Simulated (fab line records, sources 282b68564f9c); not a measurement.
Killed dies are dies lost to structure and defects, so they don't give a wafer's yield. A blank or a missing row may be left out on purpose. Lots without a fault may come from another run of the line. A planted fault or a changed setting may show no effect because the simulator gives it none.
fab line records | flow rit_cmos
record lots=14 wafers=42 last_day=7
route steps=202 shown GATE@81 M1@202
lots that met no fault: from a run of the same line without faults
start_h: hours from the record's first day to the start of the lot's first wafer shown | wait_h: hours since the lot's step before | " the same as in the row above | L1.1+2: a row that stands for several wafers | - no value, or no start given | * or withheld: withheld | < > ~ a bound
route shown NAME@n: a module of which the file shows steps, and the number in the route of the first | usual: mean/standard deviation of fault-free wafers | same: alike in all rows | chamber/n: place in a boat | sites: the reading at each site | _std_site: their standard deviation | _edge_site: outer sites' mean less inner sites' | radius_mm: how far each site lies from the wafer's centre | mask NAME#n: copy n | behind: the tool/chamber that last shaped the wafer | hold: why the lot was held/for how many hours/how that ended | device: the transistor (n, p or np) that didn't switch | end of line: the same wafers' tests at the end of the route | a step without rows: its recipe alone | killed: dies lost to structure and defects at the first sort, not the wafer's yield | map: a wafer's dies, x killed, . not, _ none there
set.NAME: the setting as run; set.NAME@STEP: as run at that earlier step | model.NAME: the simulator's own value behind a step, which no gauge read
steps of the route over a sample of lots; a table a step, a row a wafer
services: from which hour (start_h, from the record's first day; less than 0 if before it) a tool's chamber was out of use, for how many hours, and why
## steps
# step RIT_GATE_OXIDATION_05
# recipe temp_c=900 ambient=O2 target_thk_a=30 ox_time_s=274.8
# usual spike_tc_centre_C=901.7/1.2 tube_center_temp_C_max=902.3/0.37 zone_power_centre_pct=39/3.1
# columns lot.wafer tool chamber start_h wait_h spike_tc_centre_C tube_center_temp_C_max zone_power_centre_pct
L482.1 furnace-01 0 33.90 0.1 902.2 901.6 43
L482.2 " 0 " " 900.7 902.3 44
L482.5 " 0 " " 901.4 902.4 43
L483.3 furnace-04 0 39.39 0.3 903.9 902.8 36
L483.4 " 0 " " 902.7 902.2 36
L483.5 " 0 " " 901.9 902.0 36
L484.1 furnace-03 0 43.37 0.2 900.4 902.8 37
L484.2 " 0 " " 900.6 902.4 37
L484.6 " 0 " " 900.6 901.9 36
L485.3 furnace-03 0 48.31 1.0 903.6 902.6 36
L485.5 " 0 " " 902.5 902.1 36
L485.6 " 0 " " 900.0 902.3 36
L486.1 furnace-03 0 52.82 0.1 900.5 902.4 37
L486.4 " 0 " " 902.3 902.5 37
L486.5 " 0 " " 898.8 902.5 37
L490.2 furnace-01 0 73.19 0.0 904.2 902.5 44
L490.3 " 0 " " 901.3 902.4 43
L490.5 " 0 " " 899.8 902.1 42
L491.1 furnace-03 0 80.94 1.6 900.9 902.7 37
L491.3 " 0 " " 902.9 901.7 36
L491.5 " 0 " " 901.8 902.1 37
L494.4 furnace-04 0 95.35 0.0 904.4 903.6 37
L494.5 " 0 " " 901.8 902.6 37
L494.6 " 0 " " 901.3 902.5 36
L498.1 furnace-04 0 113.80 0.1 903.0 902.3 36
L498.3 " 0 " " 902.1 902.0 36
L498.5 " 0 " " 902.1 903.1 37
L499.2 furnace-04 0 121.93 2.1 902.1 902.7 36
L499.3 " 0 " " 902.6 902.5 37
L499.6 " 0 " " 901.5 902.0 36
L501.2 furnace-03 0 129.25 0.5 900.6 903.0 37
L501.3 " 0 " " 900.1 902.3 36
L501.4 " 0 " " 901.4 902.1 37
L503.1 furnace-01 0 148.51 6.1 901.8 901.7 43
L503.4 " 0 " " 902.2 902.9 43
L503.5 " 0 " " 902.1 902.0 43
L504.2 furnace-01 0 148.51 1.2 903.4 902.2 44
L504.3 " 0 " " 901.1 901.7 43
L504.5 " 0 " " 901.2 902.2 43
L505.1 furnace-01 0 148.51 0.6 902.6 902.6 43
L505.3 " 0 " " 900.4 901.9 43
L505.4 " 0 " " 900.5 902.3 43
# step RIT_M1_PROBE_99
# usual killed_at_contacts=0.1/0.28 killed_at_front_end=7.0/2.9 killed_dies=7.0/2.9 killed_on_rim=1.8/1.4 killed_open=3.4/2.1 killed_short=3.6/1.7
# same gross_dies=264 killed_at_M0_to_M3=0 killed_at_M4_up=0 killed_at_back_side=0 killed_at_other=0
# columns lot.wafer tool chamber start_h wait_h hold killed_at_contacts killed_at_front_end killed_dies killed_on_rim killed_open killed_short
L483.3 prober-01 - 65.52 0.2 - 0 14 14 3 7 7
L483.4 prober-01 - 65.57 0.2 - 1 5 6 3 2 4
L483.5 prober-01 - 65.62 0.2 - 0 4 4 1 0 4
L484.1 prober-02 - 69.17 0.1 - 1 6 7 1 2 5
L484.2 prober-02 - 69.22 0.1 - 0 5 5 1 3 2
L484.6 prober-02 - 69.42 0.2 - 1 4 5 3 2 3
L486.1 prober-02 - 78.88 0.1 - 0 8 8 2 4 4
L486.4 prober-02 - 79.03 0.2 - 0 8 8 2 4 4
L486.5 prober-02 - 79.08 0.2 - 0 8 8 0 4 4
L491.1 prober-02 - 106.85 0.1 - 0 4 4 2 2 2
L491.3 prober-02 - 106.95 0.2 - 0 4 4 0 1 3
L491.5 prober-02 - 107.05 0.2 - 0 5 5 2 1 4
L494.4 prober-01 - 121.18 0.2 - 0 10 10 1 3 7
L494.5 prober-01 - 121.23 0.2 - 0 9 9 3 4 5
L494.6 prober-01 - 121.28 0.2 - 0 11 11 3 4 7
L498.1 prober-01 - 139.45 0.1 await_dispo/2.7h/release 0 119 119 33 3 2
L498.3 prober-01 - 139.55 0.2 await_dispo/2.7h/release 0 115 115 33 1 3
L498.5 prober-01 - 139.65 0.2 await_dispo/2.7h/release 0 130 130 29 4 1
L499.2 prober-02 - 149.59 0.1 await_dispo/1.6h/release 0 122 122 30 4 1
L499.3 prober-02 - 149.64 0.2 await_dispo/1.6h/release 0 117 117 32 1 2
L499.6 prober-02 - 149.79 0.2 await_dispo/1.6h/release 0 134 134 35 4 7
L501.2 prober-01 - 155.59 0.1 - 0 8 8 2 5 3
L501.3 prober-01 - 155.64 0.2 - 0 7 7 1 3 4
L501.4 prober-01 - 155.69 0.2 - 0 5 5 2 4 1
L503.1 prober-02 - 174.74 0.1 - 0 4 4 1 3 1
L503.4 prober-02 - 174.89 0.2 - 0 7 7 2 6 1
L503.5 prober-02 - 174.94 0.2 - 0 5 5 0 2 3
L505.1 prober-01 - 176.73 0.1 - 0 6 6 2 4 2
L505.3 prober-01 - 176.83 0.2 - 0 7 7 3 3 4
L505.4 prober-01 - 176.88 0.2 - 1 6 7 0 2 5
# killed by level:class
L483.3 REOX:geometric_particle:open=3 REOX:geometric_particle:short=3 GATE:geometric_particle:short=2 SILICIDE:geometric_particle:open=2 FOX2:geometric_particle:open=1 GATE:geometric_particle:open=1 SPACER:geometric_particle:short=1 SILICIDE:geometric_particle:short=1
L483.4 GATE:geometric_particle:open=2 GATE:geometric_particle:short=1 SPACER:geometric_particle:short=1 SILICIDE:geometric_particle:short=1 CONTACT:geometric_particle:short=1
L483.5 SILICIDE:geometric_particle:short=2 GATE:geometric_particle:short=1 SPACER:geometric_particle:short=1
L484.1 GATE:geometric_particle:short=2 SPACER:geometric_particle:short=2 FOX1:geometric_particle:open=1 FOX1:geometric_particle:short=1 CONTACT:geometric_particle:open=1
L484.2 FOX1:geometric_particle:open=1 GATE:geometric_particle:short=1 GATE:geometric_particle:open=1 REOX:geometric_particle:open=1 SPACER:geometric_particle:short=1
L484.6 GATE:geometric_particle:short=2 FOX1:geometric_particle:open=1 SPACER:geometric_particle:short=1 CONTACT:geometric_particle:open=1
L486.1 GATE:geometric_particle:short=3 FOX1:geometric_particle:open=1 FOX2:geometric_particle:open=1 GATE:geometric_particle:open=1 REOX:geometric_particle:open=1 SPACER:geometric_particle:short=1
L486.4 FOX2:geometric_particle:open=2 FOX1:geometric_particle:short=1 GATE:geometric_particle:open=1 GATE:geometric_particle:short=1 SPACER:geometric_particle:short=1 SILICIDE:geometric_particle:open=1 SILICIDE:geometric_particle:short=1
L486.5 REOX:geometric_particle:short=2 FOX1:geometric_particle:open=1 GATE:geometric_particle:short=1 GATE:geometric_particle:open=1 REOX:geometric_particle:open=1 SILICIDE:geometric_particle:short=1 SILICIDE:geometric_particle:open=1
L491.1 GATE:geometric_particle:open=2 FOX2:geometric_particle:short=1 SILICIDE:geometric_particle:short=1
L491.3 FOX2:geometric_particle:open=1 FOX2:geometric_particle:short=1 GATE:geometric_particle:short=1 SILICIDE:geometric_particle:short=1
L491.5 SPACER:geometric_particle:short=2 GATE:geometric_particle:short=1 GATE:geometric_particle:open=1 REOX:geometric_particle:short=1
L494.4 REOX:geometric_particle:short=3 GATE:geometric_particle:short=2 SILICIDE:geometric_particle:open=2 SPACER:geometric_particle:short=1 GATE:geometric_particle:open=1 SILICIDE:geometric_particle:short=1
L494.5 GATE:geometric_particle:open=3 GATE:geometric_particle:short=2 SILICIDE:geometric_particle:short=2 REOX:geometric_particle:short=1 SILICIDE:geometric_particle:open=1
L494.6 GATE:geometric_particle:short=5 GATE:geometric_particle:open=3 SILICIDE:geometric_particle:short=2 FOX1:geometric_particle:open=1
L498.1 GATE:unspecified=114 FOX2:geometric_particle:short=2 GATE:geometric_particle:open=2 FOX2:geometric_particle:open=1
L498.3 GATE:unspecified=111 FOX1:geometric_particle:short=1 GATE:geometric_particle:open=1 SPACER:geometric_particle:short=1 SILICIDE:geometric_particle:short=1
L498.5 GATE:unspecified=125 GATE:geometric_particle:open=3 SPACER:geometric_particle:open=1 SILICIDE:geometric_particle:short=1
L499.2 GATE:unspecified=117 REOX:geometric_particle:open=2 FOX2:geometric_particle:open=1 SPACER:geometric_particle:open=1 SILICIDE:geometric_particle:short=1
L499.3 GATE:unspecified=114 GATE:geometric_particle:short=1 REOX:geometric_particle:open=1 REOX:geometric_particle:short=1
L499.6 GATE:unspecified=123 FOX2:geometric_particle:short=2 GATE:geometric_particle:short=2 SILICIDE:geometric_particle:open=2 FOX1:geometric_particle:open=1 GATE:geometric_particle:open=1 REOX:geometric_particle:short=1 SPACER:geometric_particle:short=1
L501.2 FOX1:geometric_particle:open=2 FOX2:geometric_particle:open=1 GATE:geometric_particle:short=1 REOX:geometric_particle:short=1 REOX:geometric_particle:open=1 SPACER:geometric_particle:open=1 SILICIDE:geometric_particle:short=1
L501.3 FOX1:geometric_particle:open=2 FOX2:geometric_particle:short=1 REOX:geometric_particle:short=1 SPACER:geometric_particle:short=1 SILICIDE:geometric_particle:short=1 SILICIDE:geometric_particle:open=1
L501.4 SILICIDE:geometric_particle:open=2 FOX1:geometric_particle:short=1 GATE:geometric_particle:open=1 REOX:geometric_particle:open=1
L503.1 FOX1:geometric_particle:open=1 FOX2:geometric_particle:open=1 GATE:geometric_particle:open=1 GATE:geometric_particle:short=1
L503.4 GATE:geometric_particle:open=2 SILICIDE:geometric_particle:open=2 FOX1:geometric_particle:short=1 FOX1:geometric_particle:open=1 REOX:geometric_particle:open=1
L503.5 GATE:geometric_particle:short=2 FOX2:geometric_particle:open=1 SILICIDE:geometric_particle:open=1 SILICIDE:geometric_particle:short=1
L505.1 GATE:geometric_particle:open=3 GATE:geometric_particle:short=1 SPACER:geometric_particle:short=1 SILICIDE:geometric_particle:open=1
L505.3 SILICIDE:geometric_particle:open=2 GATE:geometric_particle:open=1 GATE:geometric_particle:short=1 REOX:geometric_particle:short=1 SPACER:geometric_particle:short=1 SILICIDE:geometric_particle:short=1
L505.4 GATE:geometric_particle:short=2 FOX1:geometric_particle:short=1 FOX2:geometric_particle:short=1 SILICIDE:geometric_particle:open=1 SPACER:geometric_particle:short=1 CONTACT:geometric_particle:open=1
## services
# columns tool chamber start_h hours kind
furnace-04 - 63.01 7.1 pm
furnace-03 - 104.57 4.4 pm
furnace-01 - 122.83 3.4 pm
furnace-04 - 139.62 15.9 repair
## key
first_sign step=RIT_M1_PROBE_99 reading=killed_dies direction=up sigmas=40 usual=7.0 struck=122.8
effect step=RIT_M1_PROBE_99 reading=killed_at_front_end direction=up sigmas=39 usual=7.0 struck=122.8
met_at RIT_GATE_OXIDATION_05
struck_lots L498,L499
tester_left_out L498,L499
onset_between 95.35 113.80
fault kind=chamber_particle_source tool=furnace-04 chamber=- onset_h=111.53 steps=RIT_GATE_OXIDATION_05 rate_per_visit_cm2=1.0927 end_h=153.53
# tester_left_out: of these lots the tester's yield and bins aren't shown, on N5 and GAA mostly nor the transistor test; their killed dies are dies lost to structure and defects alone, not to doping, threshold or leakage, so they don't give the yield
